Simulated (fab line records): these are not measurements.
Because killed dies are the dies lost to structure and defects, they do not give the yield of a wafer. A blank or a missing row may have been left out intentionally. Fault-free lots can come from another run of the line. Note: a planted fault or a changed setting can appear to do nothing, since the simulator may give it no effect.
What tool caused it? :: flow berkeleyCmos170 :: 15 lots with 45 wafers sampled at 4 steps, on a route of 331 steps

## WHAT EACH GAUGE READ, for each wafer
UCB170_FIELD_THK_MEAS_02.
lot: L766
measured: day 5 02:32
on: filmMetro-04
FIELD_OXIDE_THK (nm): 578 575 572

lot: L768
measured: day 5 15:58
on: filmMetro-04
FIELD_OXIDE_THK (nm): 553 550 548

lot: L767
measured: day 5 21:09
on: filmMetro-04
FIELD_OXIDE_THK (nm): 562 566 556

lot: L770
measured: day 5 21:12
on: filmMetro-02
FIELD_OXIDE_THK (nm): 557 554 558

lot: L771
measured: day 5 21:13
on: filmMetro-04
FIELD_OXIDE_THK (nm): 552 545 544

lot: L773
measured: day 6 07:35
on: filmMetro-04
FIELD_OXIDE_THK (nm): 557 547 541

lot: L774
measured: day 7 08:53
on: filmMetro-02
FIELD_OXIDE_THK (nm): 558 567 571

lot: L775
measured: day 7 08:54
on: filmMetro-04
FIELD_OXIDE_THK (nm): 561 561 560

lot: L776
measured: day 7 08:55
on: filmMetro-03
FIELD_OXIDE_THK (nm): 557 561 570

lot: L779
measured: day 7 16:28
on: filmMetro-04
FIELD_OXIDE_THK (nm): 559 559 559

lot: L781
measured: day 8 09:53
on: filmMetro-03
FIELD_OXIDE_THK (nm): 562 551 561

lot: L783
measured: day 8 15:38
on: filmMetro-02
FIELD_OXIDE_THK (nm): 538 540 547

lot: L784
measured: day 8 15:38
on: filmMetro-04
FIELD_OXIDE_THK (nm): 536 541 533

lot: L788
measured: day 10 03:13
on: filmMetro-02
FIELD_OXIDE_THK (nm): 575 562 564

lot: L789
measured: day 10 14:29
on: filmMetro-02
FIELD_OXIDE_THK (nm): 550 560 556

UCB170_M1_CD_MEAS_09: the cd target is 700 nm.
lot: L766
measured: day 8 14:17
on: cdSem-02
cdNm (nm): 701.4 700.0 702.1

lot: L768
measured: day 9 02:32
on: cdSem-01
cdNm (nm): 701.2 701.2 700.0

lot: L767
measured: day 9 02:50
on: cdSem-01
cdNm (nm): 698.7 698.6 699.3

lot: L770
measured: day 9 02:23
on: cdSem-02
cdNm (nm): 697.6 699.4 697.1

lot: L771
measured: day 9 03:12
on: cdSem-01
cdNm (nm): 701.6 700.4 700.1

lot: L773
measured: day 9 16:05
on: cdSem-01
cdNm (nm): 700.7 700.2 700.4

lot: L774
measured: day 10 12:24
on: cdSem-01
cdNm (nm): 699.5 700.5 700.5

lot: L775
measured: day 10 12:32
on: cdSem-01
cdNm (nm): 703.0 703.0 701.8

lot: L776
measured: day 10 12:43
on: cdSem-01
cdNm (nm): 701.1 700.7 700.3

lot: L779
measured: day 10 23:01
on: cdSem-01
cdNm (nm): 700.6 698.1 700.6

lot: L781
measured: day 11 16:10
on: cdSem-02
cdNm (nm): - - -

lot: L783
measured: day 12 02:20
on: cdSem-02
cdNm (nm): - - -

lot: L784
measured: day 12 02:07
on: cdSem-01
cdNm (nm): - - -

lot: L788
measured: day 13 10:01
on: cdSem-01
cdNm (nm): 698.6 700.3 699.4

lot: L789
measured: day 13 21:52
on: cdSem-02
cdNm (nm): 701.5 702.0 702.6

UCB170_M3_RS_MEAS_02: measurement is done with a four-point probe.
lot: L766
measured: day 9 00:20
on: filmMetro-04
M3_AL_RS (ohm/sq): 0.0325 0.0317 0.0315

lot: L768
measured: day 9 14:08
on: filmMetro-04
M3_AL_RS (ohm/sq): 0.0320 0.0323 0.0320

lot: L767
measured: day 9 15:13
on: filmMetro-02
M3_AL_RS (ohm/sq): 0.0322 0.0315 0.0315

lot: L770
measured: day 9 12:30
on: filmMetro-02
M3_AL_RS (ohm/sq): 0.0318 0.0320 0.0324

lot: L771
measured: day 9 16:13
on: filmMetro-04
M3_AL_RS (ohm/sq): 0.0318 0.0318 0.0315

lot: L773
measured: day 10 01:28
on: filmMetro-01
M3_AL_RS (ohm/sq): 0.0323 0.0320 0.0326

lot: L774
measured: day 10 22:29
on: filmMetro-04
M3_AL_RS (ohm/sq): 0.0315 0.0320 0.0316

lot: L775
measured: day 11 00:37
on: filmMetro-01
M3_AL_RS (ohm/sq): 0.0316 0.0315 0.0315

lot: L776
measured: day 11 01:00
on: filmMetro-04
M3_AL_RS (ohm/sq): 0.0319 0.0320 0.0317

lot: L779
measured: day 11 10:53
on: filmMetro-01
M3_AL_RS (ohm/sq): 0.0323 0.0321 0.0322

lot: L788
measured: day 13 21:07
on: filmMetro-01
M3_AL_RS (ohm/sq): 0.0319 0.0318 0.0324

lot: L789
measured: day 14 08:20
on: filmMetro-01
M3_AL_RS (ohm/sq): 0.0315 0.0315 0.0319

## TOOL THAT RAN EACH LOT (tool first, then ch and the chambers of the sampled wafers, then the start)
lot: L766
UCB170_M1_EXPOSE_06: krfScanner-01 ch 0, day 8 13:25

lot: L768
UCB170_M1_EXPOSE_06: krfScanner-01 ch 0, day 9 02:02

lot: L767
UCB170_M1_EXPOSE_06: krfScanner-01 ch 0, day 9 02:10

lot: L770
UCB170_M1_EXPOSE_06: krfScanner-02 ch 0, day 9 01:47

lot: L771
UCB170_M1_EXPOSE_06: krfScanner-02 ch 0, day 9 02:36

lot: L773
UCB170_M1_EXPOSE_06: krfScanner-02 ch 0, day 9 15:41

lot: L774
UCB170_M1_EXPOSE_06: krfScanner-01 ch 0, day 10 11:32

lot: L775
UCB170_M1_EXPOSE_06: krfScanner-02 ch 0, day 10 11:47

lot: L776
UCB170_M1_EXPOSE_06: krfScanner-01 ch 0, day 10 12:03

lot: L779
UCB170_M1_EXPOSE_06: krfScanner-01 ch 0, day 10 22:04

lot: L781
UCB170_M1_EXPOSE_06: krfScanner-02, day 11 15:36

lot: L783
UCB170_M1_EXPOSE_06: krfScanner-01, day 12 01:51

lot: L784
UCB170_M1_EXPOSE_06: krfScanner-01, day 12 01:44

lot: L788
UCB170_M1_EXPOSE_06: krfScanner-02 ch 0, day 13 09:38

lot: L789
UCB170_M1_EXPOSE_06: krfScanner-01 ch 0, day 13 21:02
- UCB170_M1_EXPOSE_06: exposes mask METAL1, target cd 700 nm.

## WHAT THE TOOLS THEMSELVES READ (means of the sampled wafers that have a number; where no wafer has one, the mark that the record gives instead)
UCB170_M1_EXPOSE_06.
lot: L766
tool: krfScanner-01
exposureDoseMJCm2: 20.97
focusOffsetNm (nm): 0.2

lot: L768
tool: krfScanner-01
exposureDoseMJCm2: 21.36
focusOffsetNm (nm): -0.1

lot: L767
tool: krfScanner-01
exposureDoseMJCm2: 21.33
focusOffsetNm (nm): 0.3

lot: L770
tool: krfScanner-02
exposureDoseMJCm2: 20.99
focusOffsetNm (nm): -0.1

lot: L771
tool: krfScanner-02
exposureDoseMJCm2: 20.97
focusOffsetNm (nm): -0.2

lot: L773
tool: krfScanner-02
exposureDoseMJCm2: 20.94
focusOffsetNm (nm): 0.3

lot: L774
tool: krfScanner-01
exposureDoseMJCm2: 21.29
focusOffsetNm (nm): -0.6

lot: L775
tool: krfScanner-02
exposureDoseMJCm2: 20.98
focusOffsetNm (nm): -0.3

lot: L776
tool: krfScanner-01
exposureDoseMJCm2: 21.31
focusOffsetNm (nm): -0.2

lot: L779
tool: krfScanner-01
exposureDoseMJCm2: 21.34
focusOffsetNm (nm): -0.4

lot: L781
tool: krfScanner-02
exposureDoseMJCm2: -
focusOffsetNm (nm): -

lot: L783
tool: krfScanner-01
exposureDoseMJCm2: -
focusOffsetNm (nm): -

lot: L784
tool: krfScanner-01
exposureDoseMJCm2: -
focusOffsetNm (nm): -

lot: L788
tool: krfScanner-02
exposureDoseMJCm2: 20.97
focusOffsetNm (nm): 0.1

lot: L789
tool: krfScanner-01
exposureDoseMJCm2: 21.33
focusOffsetNm (nm): -0.1

## THE ANSWER, worked out from the rows above alone
Rule: what is usual is taken from the lots themselves. Put in order of their means at a reading, lots are off if they are a third of the lots or fewer, leave a main group of 4 or more, and stand apart from it by a gap of 3 or more times the standard deviation of the main group's means; of several such gaps the widest counts. Not used: any main group whose means are identical at the precision the tables above print for the reading. Also off: a lot with no number at a reading for which 4 or more lots have one. All remaining lots with rows at the step are treated as sound. Order of review: gauges by route order, followed by the tools' own readings, for which a lot's mean as printed above is used. The first step at which some lot is off is used, and at that step the reading that is off furthest; a lot without a number counts as furthest.
Off: L781, L783, L784, at UCB170_M1_CD_MEAS_09 (cdNm). Without a number there: L781, L783, L784. Main group: mean 700.4 nm, sd 1.2.
If a tool, at a process step before that reading, ran all the lots that are off and no sound lot after the first of them, it fits. Not tried: the gauges at UCB170_M1_CD_MEAS_09; whatever is off there is also off at UCB170_M1_EXPOSE_06, on other tools, and gauge error can't account for it. No candidate that was tried fits.

## WHAT THE SIMULATOR HAD INSERTED
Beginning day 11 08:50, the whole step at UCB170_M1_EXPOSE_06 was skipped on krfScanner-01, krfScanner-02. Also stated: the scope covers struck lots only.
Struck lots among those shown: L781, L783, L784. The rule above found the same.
